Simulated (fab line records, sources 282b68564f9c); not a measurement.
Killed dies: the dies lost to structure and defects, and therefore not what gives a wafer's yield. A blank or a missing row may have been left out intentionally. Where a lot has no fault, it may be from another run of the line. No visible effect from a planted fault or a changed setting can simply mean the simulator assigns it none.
fab line records	flow ritCmos
record: lots: 6	wafers: 18	lastDay: 7
route steps=202 shown NWELL@35 PWELL@39 WELLDRIVE@50 NRETRO@53 M1@202
lots that met no fault: taken from a fault-free run of the same line
startH: hours from the record's opening day to when the first of the lot's shown wafers began	waitH: hours from the lot's prior step to this one	" the same as in the row above	L1.1+2: several wafers, shown together as one row	- value missing, or start not given	* or withheld: withheld	< > ~ a bound
route shown NAME@n: NAME is a module with steps in the file, n the number in the route of the first one	usual: average and standard deviation across the fault-free wafers	same: alike in all rows	chamber/n: place in a boat	sites: readings site by site	_std_site: standard deviation of those values	_edge_site: mean of outer sites minus mean of inner sites	radiusMm: how far each site lies from the wafer's centre	mask NAME#n: copy n	behind: the most recent tool/chamber to have shaped the wafer	hold: cause of the lot's hold/its duration in hours/its outcome	device: which transistor (n, p or np) failed to switch	end of line: at the end of the route, the tests of the same wafers	step lacking rows: just its recipe	killed: the dies lost at the first sort to structure and to defects; this is not the yield of the wafer	map: a wafer's dies, x killed, . not, _ none there
set.NAME: the run value of the setting; set.NAME@STEP: its run value at that earlier step	model.NAME: the simulator's own value behind a step, which no gauge read
lots at some steps of the route; a table a step, a row a wafer
services: when a tool's chamber went out of use (startH, in hours from the record's first day, below 0 if earlier), for how many hours, and the reason
== steps ==
step: RIT_NWELL_HARDBAKE_07
recipe: resist: NOVOLAK	tempC: 140	timeS: 120
step: RIT_NWELL_IMPLANT_08
recipe: species: P	energyKev: 170	doseCm2: 5e+13	tiltDeg: 7
step: RIT_NWELL_STRIP_09
recipe: chemistry: O2	timeS: 180	resist: NOVOLAK	platenTempC: withheld	powerW: 500	pressureMtorr: 4000	o2FlowSccm: 4000
usual: drypumpMotorCurrentA: 5.8/0.56
lot.wafer	tool	chamber	startH	waitH	drypumpMotorCurrentA	rfHoursCounterH
L260.1	plasmaAsher-01	0	33.17	0.1	5.8	23
L260.3	"	0	"	"	5.8	-
L260.6	"	1	"	"	5.1	-
L265.1	plasmaAsher-04	0	57.63	0.1	5.8	43
L265.3	"	1	"	"	6.8	-
L265.4	"	0	"	"	5.8	-
L269.1	plasmaAsher-04	0	77.92	0.1	5.8	45
L269.4	"	0	"	"	5.8	-
L269.5	"	1	"	"	6.8	-
L274.2	plasmaAsher-01	1	103.06	0.1	5.1	30
L274.4	"	0	"	"	5.8	-
L274.5	"	1	"	"	5.1	-
L275.1	plasmaAsher-02	1	106.65	0.1	5.4	45
L275.5	"	0	"	"	5.6	-
L275.6	"	1	"	"	5.4	-
L280.1	plasmaAsher-01	1	132.32	0.1	5.1	34
L280.3	"	0	"	"	5.8	-
L280.5	"	0	"	"	5.8	-
step: RIT_NWELL_TW_MEAS_10
usual: NWELL_TW: 2163/18
lot.wafer	tool	chamber	startH	waitH	NWELL_TW
L260.1	filmMetro-04	-	33.35	0.1	2158
L260.3	"	-	"	"	2169
L260.6	"	-	"	"	2184
L265.1	filmMetro-01	-	57.81	0.1	2176
L265.3	"	-	"	"	2167
L265.4	"	-	"	"	2170
L269.1	filmMetro-04	-	78.10	0.1	2171
L269.4	"	-	"	"	2174
L269.5	"	-	"	"	2185
L274.2	filmMetro-01	-	103.24	0.1	2172
L274.4	"	-	"	"	2172
L274.5	"	-	"	"	2173
L275.1	filmMetro-01	-	106.82	0.1	2164
L275.5	"	-	"	"	2165
L275.6	"	-	"	"	2180
L280.1	filmMetro-01	-	132.50	0.1	2186
L280.3	"	-	"	"	2180
L280.5	"	-	"	"	2174
step: RIT_PWELL_HMDS_00
recipe: primeTimeS: 60	primeTempC: 140
step: RIT_PWELL_COAT_01
recipe: resist: NOVOLAK	spinRpm: 2000	resistThkNm: 1300
step: RIT_PWELL_SOFTBAKE_02
recipe: resist: NOVOLAK	tempC: 90	timeS: 60
step: RIT_PWELL_EXPOSE_03
recipe: maskId: M3	na: 0.57	targetCdNm: 43700	doseMj: 250
step: RIT_PWELL_PEB_04
recipe: resist: NOVOLAK	tempC: withheld	timeS: withheld
step: RIT_PWELL_DEVELOP_05
recipe: resist: NOVOLAK	developTimeS: 68	devTempC: 23
step: RIT_PWELL_OVL_MEAS_06
usual: PWELL_OVL: -0.2/1.4
lot.wafer	tool	chamber	startH	waitH	PWELL_OVL[nm]
L260.1	overlay-01	-	34.29	-	1.2
L260.3	"	-	"	"	0.7
L260.6	"	-	"	"	-1.3
L265.1	overlay-01	-	58.75	-	-2.1
L265.3	"	-	"	"	-0.5
L265.4	"	-	"	"	-0.5
L269.1	overlay-01	-	79.16	-	-1.9
L269.4	"	-	"	"	-0.4
L269.5	"	-	"	"	0.7
L274.2	overlay-02	-	104.18	-	-1.2
L274.4	"	-	"	"	-3.5
L274.5	"	-	"	"	-2.9
L275.1	overlay-02	-	107.91	-	0.4
L275.5	"	-	"	"	0.8
L275.6	"	-	"	"	-1.2
L280.1	overlay-02	-	133.44	-	-1.3
L280.3	"	-	"	"	-0.6
L280.5	"	-	"	"	-2.0
step: RIT_PWELL_HARDBAKE_07
recipe: resist: NOVOLAK	tempC: 140	timeS: 120
step: RIT_PWELL_IMPLANT_08
recipe: species: B	energyKev: 170	doseCm2: 6.948e+13	tiltDeg: 7
usual: beamEnergyKeV: 170.01/0.049	faradayCurrentUA: 220/4.5
lot.wafer	tool	chamber	startH	waitH	beamEnergyKeV	faradayCurrentUA	model.implant.rpNm	model.implant.drpNm
L260.1	implanter-02	0	34.57	0.2	170.00	222	466.6	102.9
L260.3	"	0	"	"	170.00	223	466.6	102.9
L260.6	"	0	"	"	169.96	225	466.6	102.9
L265.1	implanter-02	0	59.03	0.2	185.18	219	519.2	105.7
L265.3	"	0	"	"	185.22	217	519.2	105.7
L265.4	"	0	"	"	185.26	216	519.2	105.7
L269.1	implanter-02	0	79.45	0.2	185.17	217	518.5	105.7
L269.4	"	0	"	"	185.13	217	518.5	105.7
L269.5	"	0	"	"	185.15	218	518.5	105.7
L274.2	implanter-03	0	104.48	0.2	170.04	215	482.8	102.9
L274.4	"	0	"	"	170.02	216	482.8	102.9
L274.5	"	0	"	"	169.99	216	482.8	102.9
L275.1	implanter-04	0	108.20	0.2	170.02	221	483.7	102.9
L275.5	"	0	"	"	170.04	223	483.7	102.9
L275.6	"	0	"	"	169.99	219	483.7	102.9
L280.1	implanter-03	0	133.72	0.2	170.01	223	482.1	102.9
L280.3	"	0	"	"	169.95	222	482.1	102.9
L280.5	"	0	"	"	169.95	230	482.1	102.9
step: RIT_PWELL_STRIP_09
recipe: chemistry: O2	timeS: 180	resist: NOVOLAK	platenTempC: withheld	powerW: 500	pressureMtorr: 4000	o2FlowSccm: 4000
usual: drypumpMotorCurrentA: 5.34/0.25
lot.wafer	tool	chamber	startH	waitH	drypumpMotorCurrentA	rfHoursCounterH
L260.1	plasmaAsher-01	1	34.72	0.1	5.07	23
L260.3	"	1	"	"	5.08	-
L260.6	"	0	"	"	5.81	-
L265.1	plasmaAsher-03	0	59.18	0.1	5.16	42
L265.3	"	0	"	"	5.16	-
L265.4	"	1	"	"	5.14	-
L269.1	plasmaAsher-02	1	79.60	0.1	5.45	43
L269.4	"	1	"	"	5.44	-
L269.5	"	1	"	"	5.44	-
L274.2	plasmaAsher-03	1	104.61	0.1	5.11	47
L274.4	"	1	"	"	5.15	-
L274.5	"	1	"	"	5.13	-
L275.1	plasmaAsher-02	0	108.35	0.1	5.57	46
L275.5	"	0	"	"	5.58	-
L275.6	"	1	"	"	5.45	-
L280.1	plasmaAsher-03	1	133.87	0.1	5.12	2
L280.3	"	1	"	"	5.13	-
L280.5	"	1	"	"	5.12	-
step: RIT_PWELL_TW_MEAS_10
usual: PWELL_TW: 955/9.8
lot.wafer	tool	chamber	startH	waitH	PWELL_TW
L260.1	filmMetro-04	-	34.90	0.1	966
L260.3	"	-	"	"	965
L260.6	"	-	"	"	966
L265.1	filmMetro-04	-	59.36	0.1	971
L265.3	"	-	"	"	969
L265.4	"	-	"	"	972
L269.1	filmMetro-02	-	79.77	0.1	943
L269.4	"	-	"	"	947
L269.5	"	-	"	"	949
L274.2	filmMetro-02	-	104.79	0.1	949
L274.4	"	-	"	"	944
L274.5	"	-	"	"	945
L275.1	filmMetro-01	-	108.52	0.1	955
L275.5	"	-	"	"	955
L275.6	"	-	"	"	961
L280.1	filmMetro-02	-	134.05	0.1	947
L280.3	"	-	"	"	942
L280.5	"	-	"	"	944
step: RIT_WELLDRIVE_ANNEAL_00
recipe: tempC: 1100	timeS: 14700	ambient: N2
step: RIT_WELLDRIVE_RS_MEAS_01
recipe: thkMeasGauge: four-point-probe
usual: NWELL_RS: 275.3/0.83
lot.wafer	tool	chamber	startH	waitH	NWELL_RS[ohm/sq]
L260.1	filmMetro-04	-	40.95	0.0	276.8
L260.3	"	-	"	"	276.9
L260.6	"	-	"	"	276.3
L265.1	filmMetro-04	-	66.66	0.0	275.8
L265.3	"	-	"	"	275.6
L265.4	"	-	"	"	276.1
L269.1	filmMetro-04	-	85.03	0.0	274.8
L269.4	"	-	"	"	275.2
L269.5	"	-	"	"	274.6
L274.2	filmMetro-01	-	110.15	0.0	273.7
L274.4	"	-	"	"	274.7
L274.5	"	-	"	"	274.7
L275.1	filmMetro-01	-	113.67	0.0	274.6
L275.5	"	-	"	"	274.2
L275.6	"	-	"	"	274.6
L280.1	filmMetro-02	-	139.94	0.0	274.6
L280.3	"	-	"	"	274.6
L280.5	"	-	"	"	274.5
step: RIT_WELLDRIVE_RS_MEAS_02
recipe: thkMeasGauge: four-point-probe
usual: PWELL_RS: 431.5/1.2
lot.wafer	tool	chamber	startH	waitH	PWELL_RS[ohm/sq]
L260.1	filmMetro-04	-	41.07	0.1	432.1
L260.3	"	-	"	"	432.0
L260.6	"	-	"	"	432.2
L265.1	filmMetro-04	-	66.78	0.1	427.0
L265.3	"	-	"	"	428.3
L265.4	"	-	"	"	427.8
L269.1	filmMetro-04	-	85.15	0.1	428.7
L269.4	"	-	"	"	428.5
L269.5	"	-	"	"	428.7
L274.2	filmMetro-01	-	110.27	0.1	430.4
L274.4	"	-	"	"	431.4
L274.5	"	-	"	"	430.2
L275.1	filmMetro-01	-	113.79	0.1	432.2
L275.5	"	-	"	"	432.8
L275.6	"	-	"	"	432.9
L280.1	filmMetro-02	-	140.06	0.1	433.2
L280.3	"	-	"	"	433.4
L280.5	"	-	"	"	433.1
step: RIT_NRETRO_HMDS_00
recipe: primeTimeS: 60	primeTempC: 140
step: RIT_M1_PROBE_99
usual: killedAtContacts: 0.0/0.16	killedAtFrontEnd: 7.1/2.7	killedDies: 7.2/2.7	killedOpen: 3.5/1.9	killedShort: 3.6/1.9
same: grossDies: 264	killed_at_M0_to_M3: 0	killed_at_M4_up: 0	killedAtBackSide: 0	killedAtOther: 0
lot.wafer	tool	chamber	startH	waitH	killedAtContacts	killedAtFrontEnd	killedDies	killedOpen	killedShort
L260.1	prober-02	-	72.23	0.1	0	7	7	2	5
L260.3	prober-02	-	72.33	0.2	0	5	5	0	5
L260.6	prober-02	-	72.48	0.2	0	4	4	1	3
L265.1	prober-01	-	96.97	0.1	0	10	10	3	6
L265.3	prober-01	-	97.07	0.2	0	5	5	3	1
L265.4	prober-01	-	97.12	0.2	0	4	4	1	2
L269.1	prober-01	-	116.60	0.1	0	8	8	4	4
L269.4	prober-01	-	116.75	0.2	0	4	4	2	2
L269.5	prober-01	-	116.80	0.2	0	10	10	4	5
L274.2	prober-02	-	138.87	0.1	0	7	7	2	5
L274.4	prober-02	-	138.97	0.2	0	10	10	4	6
L274.5	prober-02	-	139.02	0.2	1	9	10	5	5
L275.1	prober-01	-	145.06	0.1	0	9	9	4	3
L275.5	prober-01	-	145.26	0.2	0	5	5	1	4
L275.6	prober-01	-	145.31	0.2	0	10	10	3	6
L280.1	prober-02	-	171.82	0.1	0	6	6	3	3
L280.3	prober-02	-	171.92	0.2	0	7	7	6	1
L280.5	prober-02	-	172.02	0.2	0	1	1	0	1
killed by level:class
L260.1 GATE:geometricParticle:short=2 SPACER:geometricParticle:short=2 FOX2:geometricParticle:open=1 GATE:geometricParticle:open=1 REOX:geometricParticle:short=1
L260.3 GATE:geometricParticle:short=2 FOX1:geometricParticle:short=1 FOX2:geometricParticle:short=1 SILICIDE:geometricParticle:short=1
L260.6 FOX2:geometricParticle:short=1 GATE:geometricParticle:short=1 REOX:geometricParticle:open=1 SILICIDE:geometricParticle:short=1
L265.1 SPACER:geometricParticle:short=2 SILICIDE:geometricParticle:open=2 FOX1:geometricParticle:short=1 FOX2:geometricParticle:short=1 GATE:geometricParticle:open=1 GATE:geometricParticle:short=1 SILICIDE:geometricParticle:short=1 NRETRO:coatMicrobubblePrinted=1
L265.3 SILICIDE:geometricParticle:open=3 GATE:geometricParticle:short=1 NRETRO:coatMicrobubblePrinted=1
L265.4 GATE:geometricParticle:short=2 GATE:geometricParticle:open=1 NRETRO:coatMicrobubblePrinted=1
L269.1 FOX1:geometricParticle:short=2 SPACER:geometricParticle:open=2 FOX1:geometricParticle:open=1 GATE:geometricParticle:short=1 REOX:geometricParticle:short=1 SILICIDE:geometricParticle:open=1
L269.4 FOX1:geometricParticle:short=1 GATE:geometricParticle:open=1 SPACER:geometricParticle:short=1 SILICIDE:geometricParticle:open=1
L269.5 FOX1:geometricParticle:open=3 GATE:geometricParticle:short=3 FOX1:geometricParticle:short=2 SILICIDE:geometricParticle:open=1 PRETRO:coatMicrobubblePrinted=1
L274.2 REOX:geometricParticle:short=2 FOX1:geometricParticle:short=1 FOX2:geometricParticle:short=1 GATE:geometricParticle:short=1 REOX:geometricParticle:open=1 SILICIDE:geometricParticle:open=1
L274.4 GATE:geometricParticle:short=4 GATE:geometricParticle:open=3 SPACER:geometricParticle:short=1 SILICIDE:geometricParticle:short=1 SILICIDE:geometricParticle:open=1
L274.5 GATE:geometricParticle:short=2 REOX:geometricParticle:open=2 FOX1:geometricParticle:open=1 FOX1:geometricParticle:short=1 FOX2:geometricParticle:short=1 SILICIDE:geometricParticle:open=1 SILICIDE:geometricParticle:short=1 CONTACT:geometricParticle:open=1
L275.1 GATE:geometricParticle:open=2 NRETRO:coatMicrobubblePrinted=2 FOX1:geometricParticle:open=1 FOX1:geometricParticle:short=1 REOX:geometricParticle:short=1 SPACER:geometricParticle:short=1 SILICIDE:geometricParticle:open=1
L275.5 REOX:geometricParticle:short=2 SPACER:geometricParticle:short=1 SILICIDE:geometricParticle:open=1 SILICIDE:geometricParticle:short=1
L275.6 GATE:geometricParticle:short=3 GATE:geometricParticle:open=2 SILICIDE:geometricParticle:short=2 REOX:geometricParticle:short=1 SPACER:geometricParticle:open=1 NRETRO:coatMicrobubblePrinted=1
L280.1 SPACER:geometricParticle:short=2 FOX2:geometricParticle:open=1 GATE:geometricParticle:open=1 REOX:geometricParticle:short=1 SPACER:geometricParticle:open=1
L280.3 GATE:geometricParticle:open=4 FOX1:geometricParticle:open=1 REOX:geometricParticle:open=1 SPACER:geometricParticle:short=1
L280.5 REOX:geometricParticle:short=1
== services ==
tool	chamber	startH	hours	kind
plasmaAsher-01	-	40.98	2.3	repair
plasmaAsher-02	-	41.58	7.8	repair
plasmaAsher-03	-	108.75	9.0	pm
plasmaAsher-03	0	108.75	9.0	ventCycle
plasmaAsher-03	1	108.75	9.0	ventCycle
plasmaAsher-02	-	109.58	2.8	pm
plasmaAsher-03	0	117.75	-	clean
plasmaAsher-03	1	117.75	-	clean
== key ==
firstSign: step: RIT_PWELL_IMPLANT_08	reading: beamEnergyKeV	direction: up	sigmas: 99+	usual: 170.01	struck: 185.19
effect: step: RIT_WELLDRIVE_RS_MEAS_02	reading: PWELL_RS	direction: down	sigmas: 2.7	usual: 431.5	struck: 428.2
modelEffect: step: RIT_PWELL_IMPLANT_08	value: implant.rpNm	without: 486	struck: 518.8
metAt RIT_PWELL_IMPLANT_08
struckWafers L265.1,L265.3,L265.4,L269.1,L269.4,L269.5
testerLeftOut L265,L269
onsetBetween 34.57 59.03
fault: kind: processParameterDrift	tool: implanter-02	chamber: -	onsetH: 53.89	steps: RIT_PWELL_IMPLANT_08	channel: energyKev	offset: 15.168	shape: step	endH: 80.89	actsIn: theseRecipesOnly	stated: 170
testerLeftOut: of these lots the tester's yield and bins aren't shown, on N5 and GAA mostly nor the transistor test; their killed dies are dies lost to structure and defects alone, not to doping, threshold or leakage, so they don't give the yield
